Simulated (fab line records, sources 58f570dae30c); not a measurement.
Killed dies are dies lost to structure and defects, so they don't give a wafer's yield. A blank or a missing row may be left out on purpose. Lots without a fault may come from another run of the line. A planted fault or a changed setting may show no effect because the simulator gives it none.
Chamber matching | flow berkeley_cmos170 | UCB170_V2_CMP_02 on cmp-02: 3 sister chambers
The step polishes SiO2. 6 wafers are shown with their chamber, then 2 later ones without.

WAFERS WITH THEIR CHAMBER
wafer  | chamber | motor_current_A (A)
L635.4 | 3       | 13.7
L643.2 | 3       | 13.2
L643.3 | 0       | 13.4
L643.5 | 0       | 13.8
L642.3 | 1       | 14.5
L642.5 | 1       | 13.4

WAFERS WITHOUT THEIR CHAMBER
wafer  | motor_current_A (A)
L646.1 | 14.0
L647.6 | 12.9

WHICH CHAMBER EACH WENT THROUGH
wafer  | from the rows above          | in truth
L646.1 | can't be placed: 1 or 0 or 3 | 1
L647.6 | can't be placed: 3 or 0 or 1 | 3
Placed correctly: 0 of 2. Can't be placed from these rows: 2 (the true chamber is among the candidates in 2). Placed wrongly: 0.
How it was worked out, from the rows above alone: a wafer's distance from a chamber is the root of the sum, over the readings, of the square of ((its reading less the chamber's mean) divided by the reading's scatter). The wafer belongs to the nearest chamber; if the next one is less than 2 further off, it can't be placed. A chamber's mean is the mean of its shown wafers. The scatter: the root of (the sum of the squares of (reading less its chamber's mean) over the shown wafers, divided by (wafers less chambers)).
